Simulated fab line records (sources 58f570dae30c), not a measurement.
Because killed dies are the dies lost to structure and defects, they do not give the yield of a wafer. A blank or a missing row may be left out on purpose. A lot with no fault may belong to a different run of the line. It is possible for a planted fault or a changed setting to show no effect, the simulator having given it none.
fab line records -- flow berkeley-cmos170
record lots=5, wafers=15, last-day=13
route steps=331 shown SPACER@173 PSD@175 NSD@187 BACKSIDE@199
lots untouched by any fault: they come from a run of this same line in which no faults occurred
start-h: hours from the record's opening day to when the first of the lot's shown wafers began -- wait-h: hours elapsed since this lot's preceding step -- " the same as in the row above -- L1.1+2: a single row standing in for several wafers -- - value missing, or start not given -- * or withheld: withheld -- < > ~ a bound
route shown NAME@n: NAME is a module with steps in the file, n the number in the route of the first one -- usual: the fault-free wafers' mean and standard deviation -- same: alike in all rows -- chamber/n: place in a boat -- sites: readings site by site -- _std_site: their standard deviation -- _edge_site: the outer-site mean with the inner-site mean subtracted -- radius-mm: for every site, how far away it sits from the centre of the wafer -- mask NAME#n: copy n -- behind: the last tool/chamber to shape the wafer -- hold: why the lot went on hold/how many hours it stayed there/how the hold came to an end -- device: whichever transistor did not switch (one of n, p or np) -- end of line: tests run on the same wafers once the route is complete -- step lacking rows: just its recipe -- killed: at the first sort, the dies lost to defects and structure; wafer yield is something else -- map: the dies of a wafer, with x for killed, . for not killed, _ for no die there
set.NAME: the run value of the setting; set.NAME@STEP: its run value at that earlier step -- model.NAME: the simulator's own value behind a step, which no gauge read
lots at some steps of the route; a table a step, a row a wafer
services: when a tool's chamber went out of use (start-h, in hours from the record's first day, below 0 if earlier), for how many hours, and the reason
## steps
# step UCB170_SPACER_ANNEAL_02
# recipe temp-c=900, time-s=1800, ambient=N2
# usual tube_center_temp_C_max=902.3/0.38
# same time-s=1800
lot.wafer,tool,chamber,start-h,wait-h,tube_center_temp_C_max
L074.3,furnace-02,0,152.42,5.5,902.0
L074.4,furnace-02,0,152.42,5.5,901.8
L074.5,furnace-02,0,152.42,5.5,902.3
L084.1,furnace-04,0,214.40,3.6,901.9
L084.3,furnace-04,0,214.40,3.6,902.1
L084.4,furnace-04,0,214.40,3.6,902.0
L085.1,furnace-04,0,214.40,3.7,902.1
L085.2,furnace-04,0,214.40,3.7,902.3
L085.3,furnace-04,0,214.40,3.7,902.3
L089.2,furnace-01,0,240.16,5.6,902.1
L089.5,furnace-01,0,240.16,5.6,902.7
L089.6,furnace-01,0,240.16,5.6,902.2
L094.2,furnace-01,0,279.67,6.8,902.7
L094.3,furnace-01,0,279.67,6.8,902.1
L094.5,furnace-01,0,279.67,6.8,903.5
# step UCB170_SPACER_ETCHBACK_03
# recipe stop-on=Si, target=SiO2, chemistry=CHF3/CF4/Ar, CHF3_flow_sccm=50, cf4-flow-sccm=10, Ar_flow_sccm=120, pressure-mtorr=200, rf-w=500, target-depth-a=3760, time-s=100
# usual drypump-motor-current-A=5.7/0.49, oes-product-au=0.898/0.019, throttle-valve-pct=6.41/0.076
# same time-s=100
lot.wafer,tool,chamber,start-h,wait-h,drypump-motor-current-A,oes-product-au,rf-hours-counter-h,throttle-valve-pct
L074.3,rie-diel-04,2,153.92,0.0,5.5,0.918,120,6.45
L074.4,rie-diel-04,0,153.92,0.0,6.0,0.932,71,6.40
L074.5,rie-diel-04,2,153.92,0.0,5.5,0.924,-,6.45
L084.1,rie-diel-04,2,215.90,0.0,5.5,0.927,123,6.46
L084.3,rie-diel-04,3,215.90,0.0,6.6,0.883,22,6.43
L084.4,rie-diel-04,1,215.90,0.0,4.9,0.916,76,6.41
L085.1,rie-diel-02,3,215.90,0.0,5.9,0.888,6,6.24
L085.2,rie-diel-02,2,215.90,0.0,5.6,0.869,131,6.39
L085.3,rie-diel-02,0,215.90,0.0,6.0,0.875,112,6.36
L089.2,rie-diel-04,3,241.74,0.1,6.7,0.886,24,6.43
L089.5,rie-diel-04,3,241.74,0.1,6.7,0.880,-,6.45
L089.6,rie-diel-04,1,241.74,0.1,4.8,0.914,-,6.40
L094.2,rie-diel-04,3,281.17,0.0,6.7,0.888,25,6.44
L094.3,rie-diel-04,2,281.17,0.0,5.5,0.928,125,6.45
L094.5,rie-diel-04,1,281.17,0.0,4.9,0.900,-,6.41
# step UCB170_PSD_HMDS_00
# recipe prime-time-s=60, prime-temp-c=100
lot.wafer,tool,chamber,start-h,wait-h
L074.3+4+5,litho-track-02,0,154.04,0.1
L085.1+2+3,litho-track-02,0,215.98,0.0
L084.1+3+4,litho-track-03,0,215.98,0.0
L089.2+5+6,litho-track-02,0,242.21,0.4
L094.2+3+5,litho-track-03,0,281.27,0.1
# step UCB170_PSD_COAT_01
# recipe resist=KrF, spin-rpm=1500, resist-thk-nm=900
lot.wafer,tool,chamber,start-h,wait-h
L074.3+4+5,litho-track-02,0,154.19,0.1
L085.1+2+3,litho-track-02,0,216.13,0.1
L084.1+3+4,litho-track-03,0,216.13,0.1
L089.2+5+6,litho-track-02,0,242.36,0.1
L094.2+3+5,litho-track-03,0,281.42,0.1
# step UCB170_PSD_SOFTBAKE_02
# recipe resist=KrF, temp-c=130, time-s=60
# usual heater-power-total-W=56.80/0.045
# same time-s=60
lot.wafer,tool,chamber,start-h,wait-h,heater-power-total-W
L074.3,litho-track-02,0,154.34,0.1,56.75
L074.4,litho-track-02,0,154.34,0.1,56.73
L074.5,litho-track-02,0,154.34,0.1,56.85
L085.1,litho-track-02,0,216.28,0.1,56.85
L085.2,litho-track-02,0,216.28,0.1,56.76
L085.3,litho-track-02,0,216.28,0.1,56.80
L084.1,litho-track-03,0,216.28,0.1,56.78
L084.3,litho-track-03,0,216.28,0.1,56.75
L084.4,litho-track-03,0,216.28,0.1,56.80
L089.2,litho-track-02,0,242.51,0.1,56.76
L089.5,litho-track-02,0,242.51,0.1,56.83
L089.6,litho-track-02,0,242.51,0.1,56.81
L094.2,litho-track-03,0,281.57,0.1,56.74
L094.3,litho-track-03,0,281.57,0.1,56.77
L094.5,litho-track-03,0,281.57,0.1,56.73
# step UCB170_PSD_EXPOSE_03
# recipe mask-id=PSELECT_MOD, na=0.5, sigma-outer=0.6, source-shape=conventional, target-cd-nm=1200, dose-mj=30
# usual stage-vel-mm-s=499.96/0.25
lot.wafer,tool,chamber,start-h,wait-h,mask,stage-vel-mm-s
L074.3,krf-scanner-02,0,154.60,0.2,PSELECT_MOD#0,500.11
L074.4,krf-scanner-02,0,154.60,0.2,PSELECT_MOD#0,499.75
L074.5,krf-scanner-02,0,154.60,0.2,PSELECT_MOD#0,500.13
L085.1,krf-scanner-01,0,216.55,0.2,PSELECT_MOD#0,499.39
L085.2,krf-scanner-01,0,216.55,0.2,PSELECT_MOD#0,499.87
L085.3,krf-scanner-01,0,216.55,0.2,PSELECT_MOD#0,500.04
L084.1,krf-scanner-01,0,216.79,0.5,PSELECT_MOD#0,500.04
L084.3,krf-scanner-01,0,216.79,0.5,PSELECT_MOD#0,500.27
L084.4,krf-scanner-01,0,216.79,0.5,PSELECT_MOD#0,499.96
L089.2,krf-scanner-02,0,242.80,0.3,PSELECT_MOD#0,500.62
L089.5,krf-scanner-02,0,242.80,0.3,PSELECT_MOD#0,500.17
L089.6,krf-scanner-02,0,242.80,0.3,PSELECT_MOD#0,500.18
L094.2,krf-scanner-01,0,281.95,0.4,PSELECT_MOD#0,499.94
L094.3,krf-scanner-01,0,281.95,0.4,PSELECT_MOD#0,500.00
L094.5,krf-scanner-01,0,281.95,0.4,PSELECT_MOD#0,500.32
# step UCB170_PSD_PEB_04
# recipe peb-temp-c=130, peb-time-s=withheld, resist=KrF
# usual heater-power-total-W=56.80/0.048
lot.wafer,tool,chamber,start-h,wait-h,heater-power-total-W
L074.3,litho-track-02,0,154.88,0.3,56.77
L074.4,litho-track-02,0,154.88,0.3,56.83
L074.5,litho-track-02,0,154.88,0.3,56.83
L085.1,litho-track-04,0,216.67,0.1,56.85
L085.2,litho-track-04,0,216.67,0.1,56.84
L085.3,litho-track-04,0,216.67,0.1,56.80
L084.1,litho-track-04,0,216.94,0.1,56.77
L084.3,litho-track-04,0,216.94,0.1,56.77
L084.4,litho-track-04,0,216.94,0.1,56.80
L089.2,litho-track-02,0,243.11,0.3,56.77
L089.5,litho-track-02,0,243.11,0.3,56.77
L089.6,litho-track-02,0,243.11,0.3,56.75
L094.2,litho-track-04,0,282.11,0.1,56.77
L094.3,litho-track-04,0,282.11,0.1,56.85
L094.5,litho-track-04,0,282.11,0.1,56.86
# step UCB170_PSD_DEVELOP_05
# recipe developer=TMAH, develop-time-s=45, resist=KrF, dev-temp-c=21
lot.wafer,tool,chamber,start-h,wait-h
L074.3+4+5,litho-track-02,0,-,-
L085.1+2+3,litho-track-04,0,-,-
L084.1+3+4,litho-track-04,0,-,-
L089.2+5+6,litho-track-02,0,-,-
L094.2+3+5,litho-track-04,0,-,-
# step UCB170_PSD_CD_MEAS_06
# recipe target-cd-nm=1200
# usual cd-nm=1199.7/1.3
lot.wafer,tool,chamber,start-h,wait-h,cd-nm
L074.3,cd-sem-01,-,155.15,-,1201.2
L074.4,cd-sem-01,-,155.15,-,1199.8
L074.5,cd-sem-01,-,155.15,-,1200.5
L085.1,cd-sem-01,-,216.94,-,1198.3
L085.2,cd-sem-01,-,216.94,-,1198.9
L085.3,cd-sem-01,-,216.94,-,1199.2
L084.1,cd-sem-01,-,217.22,-,1198.8
L084.3,cd-sem-01,-,217.22,-,1200.7
L084.4,cd-sem-01,-,217.22,-,1201.0
L089.2,cd-sem-01,-,243.38,-,1197.3
L089.5,cd-sem-01,-,243.38,-,1199.7
L089.6,cd-sem-01,-,243.38,-,1198.2
L094.2,cd-sem-01,-,282.38,-,1201.1
L094.3,cd-sem-01,-,282.38,-,1201.7
L094.5,cd-sem-01,-,282.38,-,1201.2
# step UCB170_PSD_OVL_MEAS_07
# usual PSD_OVL=0/4.5
lot.wafer,tool,chamber,start-h,wait-h,PSD_OVL[nm]
L074.3,overlay-02,-,155.24,0.1,3
L074.4,overlay-02,-,155.24,0.1,0
L074.5,overlay-02,-,155.24,0.1,8
L085.1,overlay-01,-,217.06,0.1,-11
L085.2,overlay-01,-,217.06,0.1,-11
L085.3,overlay-01,-,217.06,0.1,-6
L084.1,overlay-01,-,217.34,0.1,1
L084.3,overlay-01,-,217.34,0.1,-2
L084.4,overlay-01,-,217.34,0.1,-7
L089.2,overlay-01,-,243.49,0.1,-6
L089.5,overlay-01,-,243.49,0.1,2
L089.6,overlay-01,-,243.49,0.1,-1
L094.2,overlay-02,-,282.48,0.1,-2
L094.3,overlay-02,-,282.48,0.1,1
L094.5,overlay-02,-,282.48,0.1,0
# step UCB170_PSD_IMPLANT_08
# recipe species=B, dose-cm2=3e+15, energy-kev=20, tilt-deg=7
# usual dose-ions-cm2=3e+15/3e+12
lot.wafer,tool,chamber,start-h,wait-h,dose-ions-cm2
L074.3,implanter-04,0,155.31,0.1,3e+15
L074.4,implanter-04,0,155.31,0.1,2.998e+15
L074.5,implanter-04,0,155.31,0.1,3.004e+15
L085.1,implanter-02,0,217.10,0.0,3.003e+15
L085.2,implanter-02,0,217.10,0.0,2.997e+15
L085.3,implanter-02,0,217.10,0.0,3.002e+15
L084.1,implanter-04,0,217.37,0.0,3.002e+15
L084.3,implanter-04,0,217.37,0.0,3e+15
L084.4,implanter-04,0,217.37,0.0,2.995e+15
L089.2,implanter-03,0,243.54,0.0,3.001e+15
L089.5,implanter-03,0,243.54,0.0,2.996e+15
L089.6,implanter-03,0,243.54,0.0,3e+15
L094.2,implanter-03,0,282.54,0.0,3e+15
L094.3,implanter-03,0,282.54,0.0,3.002e+15
L094.5,implanter-03,0,282.54,0.0,2.998e+15
# step UCB170_PSD_STRIP_09
# recipe chemistry=O2, power-w=400, pressure-mtorr=3500, platen-temp-c=withheld, o2-flow-sccm=400, overash-fraction=0.5
# usual drypump-motor-current-A=5.7/0.61, oes-product-au=0.600/0.0051, strip-time-to-endpoint-s=29.42/0.082
lot.wafer,tool,chamber,start-h,wait-h,drypump-motor-current-A,oes-product-au,rf-hours-counter-h,strip-time-to-endpoint-s
L074.3,plasma-asher-03,1,155.45,0.1,4.8,0.599,-,29.43
L074.4,plasma-asher-03,0,155.45,0.1,6.0,0.605,-,29.47
L074.5,plasma-asher-03,0,155.45,0.1,6.0,0.594,-,29.44
L085.1,plasma-asher-02,0,217.25,0.1,5.8,0.604,52,29.30
L085.2,plasma-asher-02,1,217.25,0.1,6.6,0.606,52,29.37
L085.3,plasma-asher-02,0,217.25,0.1,5.8,0.602,-,29.33
L084.1,plasma-asher-02,0,217.52,0.1,5.8,0.591,52,29.53
L084.3,plasma-asher-02,0,217.52,0.1,5.8,0.593,-,29.50
L084.4,plasma-asher-02,1,217.52,0.1,6.5,0.597,-,29.47
L089.2,plasma-asher-01,0,243.67,0.1,6.3,0.601,50,29.48
L089.5,plasma-asher-01,0,243.67,0.1,6.2,0.605,-,29.37
L089.6,plasma-asher-01,1,243.67,0.1,5.2,0.603,-,29.47
L094.2,plasma-asher-01,0,282.66,0.1,6.3,0.600,53,29.46
L094.3,plasma-asher-01,0,282.66,0.1,6.3,0.595,-,29.43
L094.5,plasma-asher-01,0,282.66,0.1,6.3,0.598,-,29.44
# step UCB170_PSD_TW_MEAS_10
# usual PSD_TW=2327/21
lot.wafer,tool,chamber,start-h,wait-h,PSD_TW
L074.3,film-metro-04,-,155.53,0.1,2317
L074.4,film-metro-04,-,155.53,0.1,2301
L074.5,film-metro-04,-,155.53,0.1,2315
L085.1,film-metro-03,-,217.35,0.1,2345
L085.2,film-metro-03,-,217.35,0.1,2342
L085.3,film-metro-03,-,217.35,0.1,2351
L084.1,film-metro-02,-,217.62,0.1,2340
L084.3,film-metro-02,-,217.62,0.1,2336
L084.4,film-metro-02,-,217.62,0.1,2338
L089.2,film-metro-04,-,243.78,0.1,2298
L089.5,film-metro-04,-,243.78,0.1,2304
L089.6,film-metro-04,-,243.78,0.1,2295
L094.2,film-metro-03,-,282.77,0.1,2355
L094.3,film-metro-03,-,282.77,0.1,2355
L094.5,film-metro-03,-,282.77,0.1,2346
# step UCB170_PSD_CLEAN_11
# recipe chemistry=SPM, temp-c=120, time-s=600
# same time-s=600
lot.wafer,tool,chamber,start-h,wait-h
L074.3+4+5,wet-bench-04,3,156.27,0.7
L085.1+2+3,wet-bench-04,1,217.54,0.2
L084.1+3+4,wet-bench-04,0,217.72,0.1
L089.2+5+6,wet-bench-04,2,243.83,0.0
L094.2+3+5,wet-bench-02,3,282.91,0.1
# step UCB170_NSD_HMDS_00
# recipe prime-time-s=60, prime-temp-c=100
lot.wafer,tool,chamber,start-h,wait-h
L074.3+4+5,litho-track-01,0,156.50,0.1
L085.1+2+3,litho-track-02,0,217.72,0.0
L084.1+3+4,litho-track-04,0,217.99,0.1
L089.2+5+6,litho-track-02,0,244.03,0.0
L094.2+3+5,litho-track-04,0,283.20,0.1
# step UCB170_NSD_COAT_01
# recipe resist=KrF, spin-rpm=1500, resist-thk-nm=900
lot.wafer,tool,chamber,start-h,wait-h
L074.3+4+5,litho-track-01,0,156.65,0.1
L085.1+2+3,litho-track-02,0,217.87,0.1
L084.1+3+4,litho-track-04,0,218.14,0.1
L089.2+5+6,litho-track-02,0,244.18,0.1
L094.2+3+5,litho-track-04,0,283.35,0.1
# step UCB170_NSD_SOFTBAKE_02
# recipe resist=KrF, temp-c=130, time-s=60
# usual heater-power-total-W=56.80/0.047
# same time-s=60
lot.wafer,tool,chamber,start-h,wait-h,heater-power-total-W
L074.3,litho-track-01,0,156.80,0.1,56.83
L074.4,litho-track-01,0,156.80,0.1,56.71
L074.5,litho-track-01,0,156.80,0.1,56.85
L085.1,litho-track-02,0,218.02,0.1,56.82
L085.2,litho-track-02,0,218.02,0.1,56.78
L085.3,litho-track-02,0,218.02,0.1,56.84
L084.1,litho-track-04,0,218.29,0.1,56.79
L084.3,litho-track-04,0,218.29,0.1,56.87
L084.4,litho-track-04,0,218.29,0.1,56.76
L089.2,litho-track-02,0,244.33,0.1,56.77
L089.5,litho-track-02,0,244.33,0.1,56.87
L089.6,litho-track-02,0,244.33,0.1,56.72
L094.2,litho-track-04,0,283.50,0.1,56.81
L094.3,litho-track-04,0,283.50,0.1,56.88
L094.5,litho-track-04,0,283.50,0.1,56.79
# step UCB170_NSD_EXPOSE_03
# recipe mask-id=NSELECT_MOD, na=0.5, sigma-outer=0.6, source-shape=conventional, target-cd-nm=1200, dose-mj=30
# usual stage-vel-mm-s=500.01/0.25
lot.wafer,tool,chamber,start-h,wait-h,mask,stage-vel-mm-s
L074.3,krf-scanner-02,0,157.18,0.4,NSELECT_MOD#0,499.64
L074.4,krf-scanner-02,0,157.18,0.4,NSELECT_MOD#0,499.84
L074.5,krf-scanner-02,0,157.18,0.4,NSELECT_MOD#0,499.67
L085.1,krf-scanner-02,0,218.29,0.2,NSELECT_MOD#0,499.90
L085.2,krf-scanner-02,0,218.29,0.2,NSELECT_MOD#0,500.06
L085.3,krf-scanner-02,0,218.29,0.2,NSELECT_MOD#0,500.10
L084.1,krf-scanner-01,0,218.65,0.3,NSELECT_MOD#0,499.76
L084.3,krf-scanner-01,0,218.65,0.3,NSELECT_MOD#0,500.15
L084.4,krf-scanner-01,0,218.65,0.3,NSELECT_MOD#0,500.11
L089.2,krf-scanner-01,0,244.75,0.4,NSELECT_MOD#0,500.16
L089.5,krf-scanner-01,0,244.75,0.4,NSELECT_MOD#0,499.99
L089.6,krf-scanner-01,0,244.75,0.4,NSELECT_MOD#0,499.83
L094.2,krf-scanner-02,0,283.77,0.2,NSELECT_MOD#0,500.07
L094.3,krf-scanner-02,0,283.77,0.2,NSELECT_MOD#0,499.97
L094.5,krf-scanner-02,0,283.77,0.2,NSELECT_MOD#0,500.42
# step UCB170_NSD_PEB_04
# recipe peb-temp-c=130, peb-time-s=withheld, resist=KrF
# usual heater-power-total-W=56.80/0.043
lot.wafer,tool,chamber,start-h,wait-h,heater-power-total-W
L074.3,litho-track-02,0,157.67,0.5,56.79
L074.4,litho-track-02,0,157.67,0.5,56.76
L074.5,litho-track-02,0,157.67,0.5,56.82
L085.1,litho-track-02,0,218.41,0.1,56.70
L085.2,litho-track-02,0,218.41,0.1,56.84
L085.3,litho-track-02,0,218.41,0.1,56.78
L084.1,litho-track-02,0,218.77,0.1,56.85
L084.3,litho-track-02,0,218.77,0.1,56.71
L084.4,litho-track-02,0,218.77,0.1,56.82
L089.2,litho-track-04,0,244.87,0.1,56.80
L089.5,litho-track-04,0,244.87,0.1,56.84
L089.6,litho-track-04,0,244.87,0.1,56.86
L094.2,litho-track-02,0,283.89,0.1,56.70
L094.3,litho-track-02,0,283.89,0.1,56.78
L094.5,litho-track-02,0,283.89,0.1,56.72
# step UCB170_NSD_DEVELOP_05
# recipe developer=TMAH, develop-time-s=45, resist=KrF, dev-temp-c=21
lot.wafer,tool,chamber,start-h,wait-h
L074.3+4+5,litho-track-02,0,-,-
L085.1+2+3,litho-track-02,0,-,-
L084.1+3+4,litho-track-02,0,-,-
L089.2+5+6,litho-track-04,0,-,-
L094.2+3+5,litho-track-02,0,-,-
# step UCB170_NSD_CD_MEAS_06
# recipe target-cd-nm=1200
# usual cd-nm=1200.0/1.3
lot.wafer,tool,chamber,start-h,wait-h,cd-nm
L074.3,cd-sem-01,-,157.94,-,1197.8
L074.4,cd-sem-01,-,157.94,-,1199.8
L074.5,cd-sem-01,-,157.94,-,1198.4
L085.1,cd-sem-02,-,218.68,-,1201.6
L085.2,cd-sem-02,-,218.68,-,1201.1
L085.3,cd-sem-02,-,218.68,-,1199.6
L084.1,cd-sem-02,-,219.11,-,1199.8
L084.3,cd-sem-02,-,219.11,-,1199.5
L084.4,cd-sem-02,-,219.11,-,1200.2
L089.2,cd-sem-02,-,245.14,-,1201.3
L089.5,cd-sem-02,-,245.14,-,1201.8
L089.6,cd-sem-02,-,245.14,-,1201.8
L094.2,cd-sem-01,-,284.16,-,1199.2
L094.3,cd-sem-01,-,284.16,-,1199.5
L094.5,cd-sem-01,-,284.16,-,1199.3
# step UCB170_NSD_OVL_MEAS_07
# usual NSD_OVL=2/4.5
lot.wafer,tool,chamber,start-h,wait-h,NSD_OVL[nm]
L074.3,overlay-02,-,158.03,0.1,-2
L074.4,overlay-02,-,158.03,0.1,1
L074.5,overlay-02,-,158.03,0.1,2
L085.1,overlay-02,-,218.80,0.1,2
L085.2,overlay-02,-,218.80,0.1,-3
L085.3,overlay-02,-,218.80,0.1,4
L084.1,overlay-02,-,219.23,0.1,5
L084.3,overlay-02,-,219.23,0.1,4
L084.4,overlay-02,-,219.23,0.1,11
L089.2,overlay-01,-,245.24,0.1,-4
L089.5,overlay-01,-,245.24,0.1,-3
L089.6,overlay-01,-,245.24,0.1,-7
L094.2,overlay-02,-,284.27,0.1,-1
L094.3,overlay-02,-,284.27,0.1,-2
L094.5,overlay-02,-,284.27,0.1,-9
# step UCB170_NSD_IMPLANT_08
# recipe species=P, dose-cm2=2.942e+15, energy-kev=40, tilt-deg=7
# usual dose-ions-cm2=2.942e+15/3.7e+12
lot.wafer,tool,chamber,start-h,wait-h,dose-ions-cm2
L074.3,implanter-04,0,158.10,0.1,2.94e+15
L074.4,implanter-04,0,158.10,0.1,2.942e+15
L074.5,implanter-04,0,158.10,0.1,2.942e+15
L085.1,implanter-01,0,218.84,0.0,2.94e+15
L085.2,implanter-01,0,218.84,0.0,2.938e+15
L085.3,implanter-01,0,218.84,0.0,2.935e+15
L084.1,implanter-04,0,219.27,0.0,2.938e+15
L084.3,implanter-04,0,219.27,0.0,2.94e+15
L084.4,implanter-04,0,219.27,0.0,2.936e+15
L089.2,implanter-02,0,245.30,0.0,2.94e+15
L089.5,implanter-02,0,245.30,0.0,2.942e+15
L089.6,implanter-02,0,245.30,0.0,2.939e+15
L094.2,implanter-04,0,284.32,0.0,2.939e+15
L094.3,implanter-04,0,284.32,0.0,2.942e+15
L094.5,implanter-04,0,284.32,0.0,2.937e+15
# step UCB170_NSD_STRIP_09
# recipe chemistry=O2, power-w=400, pressure-mtorr=3500, platen-temp-c=withheld, o2-flow-sccm=400, overash-fraction=0.5
# usual drypump-motor-current-A=6.0/0.55, oes-product-au=0.536/0.0051, strip-time-to-endpoint-s=35.64/0.066
lot.wafer,tool,chamber,start-h,wait-h,drypump-motor-current-A,oes-product-au,rf-hours-counter-h,strip-time-to-endpoint-s
L074.3,plasma-asher-02,1,158.24,0.1,6.5,0.531,-,35.70
L074.4,plasma-asher-02,0,158.24,0.1,5.8,0.538,-,35.65
L074.5,plasma-asher-02,1,158.24,0.1,6.5,0.536,-,35.73
L085.1,plasma-asher-02,0,218.99,0.1,5.8,0.540,52,35.60
L085.2,plasma-asher-02,1,218.99,0.1,6.5,0.539,52,35.61
L085.3,plasma-asher-02,1,218.99,0.1,6.5,0.536,-,35.60
L084.1,plasma-asher-04,0,219.42,0.1,6.6,0.543,6,35.64
L084.3,plasma-asher-04,1,219.42,0.1,6.1,0.530,-,35.51
L084.4,plasma-asher-04,0,219.42,0.1,6.5,0.535,-,35.60
L089.2,plasma-asher-03,0,245.42,0.1,6.0,0.544,50,35.71
L089.5,plasma-asher-03,0,245.42,0.1,6.0,0.544,-,35.65
L089.6,plasma-asher-03,1,245.42,0.1,4.8,0.530,-,35.72
L094.2,plasma-asher-02,1,284.45,0.1,6.5,0.541,57,35.69
L094.3,plasma-asher-02,0,284.45,0.1,5.8,0.531,-,35.66
L094.5,plasma-asher-02,0,284.45,0.1,5.8,0.529,-,35.64
# step UCB170_NSD_TW_MEAS_10
# usual NSD_TW=4173/40
lot.wafer,tool,chamber,start-h,wait-h,NSD_TW
L074.3,film-metro-03,-,158.32,0.1,4193
L074.4,film-metro-03,-,158.32,0.1,4227
L074.5,film-metro-03,-,158.32,0.1,4200
L085.1,film-metro-04,-,219.09,0.1,4133
L085.2,film-metro-04,-,219.09,0.1,4138
L085.3,film-metro-04,-,219.09,0.1,4126
L084.1,film-metro-04,-,219.52,0.1,4141
L084.3,film-metro-04,-,219.52,0.1,4140
L084.4,film-metro-04,-,219.52,0.1,4128
L089.2,film-metro-02,-,245.53,0.1,4144
L089.5,film-metro-02,-,245.53,0.1,4178
L089.6,film-metro-02,-,245.53,0.1,4177
L094.2,film-metro-03,-,284.56,0.1,4205
L094.3,film-metro-03,-,284.56,0.1,4219
L094.5,film-metro-03,-,284.56,0.1,4209
# step UCB170_NSD_CLEAN_11
# recipe chemistry=SPM, temp-c=120, time-s=600
# same time-s=600
lot.wafer,tool,chamber,start-h,wait-h
L074.3+4+5,wet-bench-03,2,160.77,2.4
L085.1+2+3,wet-bench-04,2,219.15,0.1
L084.1+3+4,wet-bench-04,0,219.58,0.1
L089.2+5+6,wet-bench-01,0,245.58,0.0
L094.2+3+5,wet-bench-03,3,286.27,1.7
# step UCB170_BACKSIDE_HMDS_00
# recipe prime-time-s=60, prime-temp-c=100
lot.wafer,tool,chamber,start-h,wait-h
L074.3+4+5,litho-track-04,0,160.99,0.1
L085.1+2+3,litho-track-04,0,219.32,0.0
L084.1+3+4,litho-track-04,0,219.77,0.0
L089.2+5+6,litho-track-03,0,246.05,0.3
L094.2+3+5,litho-track-01,0,286.47,0.0
# step UCB170_BACKSIDE_COAT_01
# recipe resist=KrF, spin-rpm=1500, resist-thk-nm=900
lot.wafer,tool,chamber,start-h,wait-h
L074.3+4+5,litho-track-04,0,161.14,0.1
L085.1+2+3,litho-track-04,0,219.47,0.1
L084.1+3+4,litho-track-04,0,219.92,0.1
L089.2+5+6,litho-track-03,0,246.20,0.1
L094.2+3+5,litho-track-01,0,286.62,0.1
# step UCB170_BACKSIDE_SOFTBAKE_02
# recipe resist=KrF, temp-c=130, time-s=60
# usual heater-power-total-W=56.80/0.045
# same time-s=60
lot.wafer,tool,chamber,start-h,wait-h,heater-power-total-W
L074.3,litho-track-04,0,161.29,0.1,56.80
L074.4,litho-track-04,0,161.29,0.1,56.74
L074.5,litho-track-04,0,161.29,0.1,56.69
L085.1,litho-track-04,0,219.62,0.1,56.87
L085.2,litho-track-04,0,219.62,0.1,56.82
L085.3,litho-track-04,0,219.62,0.1,56.82
L084.1,litho-track-04,0,220.07,0.1,56.80
L084.3,litho-track-04,0,220.07,0.1,56.79
L084.4,litho-track-04,0,220.07,0.1,56.75
L089.2,litho-track-03,0,246.35,0.1,56.81
L089.5,litho-track-03,0,246.35,0.1,56.81
L089.6,litho-track-03,0,246.35,0.1,56.73
L094.2,litho-track-01,0,286.77,0.1,56.81
L094.3,litho-track-01,0,286.77,0.1,56.76
L094.5,litho-track-01,0,286.77,0.1,56.83
# step UCB170_BACKSIDE_STRIP_03
# recipe chemistry=O2, power-w=400, pressure-mtorr=3500, platen-temp-c=withheld, o2-flow-sccm=400, overash-fraction=0.5
# usual drypump-motor-current-A=5.8/0.62, oes-product-au=0.735/0.0047, strip-time-to-endpoint-s=21.99/0.062
lot.wafer,tool,chamber,start-h,wait-h,drypump-motor-current-A,oes-product-au,rf-hours-counter-h,strip-time-to-endpoint-s
L074.3,plasma-asher-04,1,161.43,0.1,6.1,0.731,-,22.00
L074.4,plasma-asher-04,0,161.43,0.1,6.5,0.733,-,22.00
L074.5,plasma-asher-04,0,161.43,0.1,6.5,0.731,-,22.05
L085.1,plasma-asher-01,1,219.77,0.1,5.1,0.736,47,22.01
L085.2,plasma-asher-01,0,219.77,0.1,6.3,0.736,47,21.98
L085.3,plasma-asher-01,1,219.77,0.1,5.1,0.738,-,21.97
L084.1,plasma-asher-04,0,220.22,0.1,6.6,0.731,7,21.94
L084.3,plasma-asher-04,0,220.22,0.1,6.5,0.741,-,21.92
L084.4,plasma-asher-04,1,220.22,0.1,6.1,0.741,-,21.87
L089.2,plasma-asher-04,1,246.48,0.1,6.1,0.731,9,21.90
L089.5,plasma-asher-04,0,246.48,0.1,6.5,0.740,-,21.90
L089.6,plasma-asher-04,1,246.48,0.1,6.1,0.743,-,21.84
L094.2,plasma-asher-03,1,286.89,0.1,4.8,0.735,54,22.00
L094.3,plasma-asher-03,1,286.89,0.1,4.8,0.741,-,22.05
L094.5,plasma-asher-03,0,286.89,0.1,6.0,0.722,-,22.08
## services
tool,chamber,start-h,hours,kind
krf-scanner-01,-,138.45,1.3,pm
plasma-asher-03,-,141.84,2.1,repair
krf-scanner-01,-,142.65,4.0,pm
furnace-04,-,144.85,3.3,pm
wet-bench-04,-,152.53,3.7,repair
implanter-03,-,154.68,4.1,pm
plasma-asher-03,-,157.27,2.8,pm
implanter-03,-,159.17,1.0,repair
krf-scanner-01,-,163.78,0.8,pm
implanter-03,-,170.26,5.5,repair
plasma-asher-04,-,175.63,13.4,pm
implanter-04,-,188.03,2.4,repair
krf-scanner-01,-,190.08,1.0,repair
krf-scanner-02,-,191.12,1.0,pm
plasma-asher-04,-,191.73,26.1,repair
krf-scanner-01,-,208.86,0.8,pm
rie-diel-04,-,222.69,0.9,repair
implanter-04,-,227.20,5.6,pm
krf-scanner-02,-,228.47,1.3,pm
krf-scanner-02,-,233.11,0.7,repair
plasma-asher-02,-,237.30,2.8,pm
krf-scanner-02,-,251.87,0.8,pm
krf-scanner-01,-,261.93,1.0,pm
plasma-asher-02,-,267.12,2.2,repair
## key
fault none
